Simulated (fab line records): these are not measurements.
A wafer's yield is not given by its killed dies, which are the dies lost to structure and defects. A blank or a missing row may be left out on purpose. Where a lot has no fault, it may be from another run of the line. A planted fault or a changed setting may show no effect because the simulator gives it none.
Which tool did it? -- flow berkeley cmos170 -- Sampling: 7 lots, 21 wafers, 3 of 331 route steps

WHAT THE GAUGES READ, wafer by wafer
UCB170_SCREENOX_THK_MEAS_02.
lot,measured,on,SCREENOX_OXIDE_THK (nm)
L299,day 6 21:52,film metro-02,14.53 14.69 14.29
L301,day 6 16:14,film metro-04,14.37 14.32 14.31
L304,day 6 21:53,film metro-01,14.07 14.19 14.27
L309,day 8 18:39,film metro-04,14.43 14.21 14.42
L311,day 8 18:42,film metro-04,14.32 14.67 14.38
L317,day 10 13:20,film metro-01,14.48 14.62 14.39
L319,day 11 05:13,film metro-02,14.31 14.28 14.35

TOOL THAT RAN EACH LOT (tool first, then ch and the chambers of the sampled wafers, then the start)
lot,UCB170_NWELL_SOFTBAKE_08,UCB170_NWELL_ETCH_13
L299,"litho track-02 ch 0, day 3 02:34","rie diel-01 ch 0,1, day 3 04:00"
L301,"litho track-03 ch 0, day 3 02:59","rie diel-01 ch 1,2,3, day 3 04:33"
L304,"litho track-02 ch 0, day 3 21:49","rie diel-01 ch 0,1,3, day 3 22:24"
L309,"litho track-04 ch 0, day 4 19:23","rie diel-03 ch 0,1,3, day 4 20:53"
L311,"litho track-03 ch 0, day 4 19:15","rie diel-04 ch 0,3, day 4 20:37"
L317,"litho track-02 ch 0, day 6 09:27","rie diel-04 ch 1,3, day 6 09:59"
L319,"litho track-02 ch 0, day 7 02:41","rie diel-01 ch 0,3, day 7 03:37"
- UCB170_NWELL_SOFTBAKE_08: time 60 s.
- UCB170_NWELL_ETCH_13: etches Si3N4 in CH3F/Ar/O2, stops on SiO2, target depth 246.4 nm, time 154 s.

THE ANSWER, worked out from the rows above alone
Rule: what is usual is taken from the lots themselves. The widest of any qualifying gaps counts: lots, ordered by their means at a reading, are off when they make up no more than a third of the lots, leave a main group of 4 or more, and stand apart from it by 3 or more times the standard deviation of that group's means. A main group is skipped when, at the precision printed for the reading in the tables above, its means are all equal. A lot without any number at a reading at which 4 lots or more have one is off too. Where the step has rows for the other lots, those lots are counted as sound.
No lot is off at any reading shown: from this, nothing can be told.

WHAT THE SIMULATOR HAD PUT IN
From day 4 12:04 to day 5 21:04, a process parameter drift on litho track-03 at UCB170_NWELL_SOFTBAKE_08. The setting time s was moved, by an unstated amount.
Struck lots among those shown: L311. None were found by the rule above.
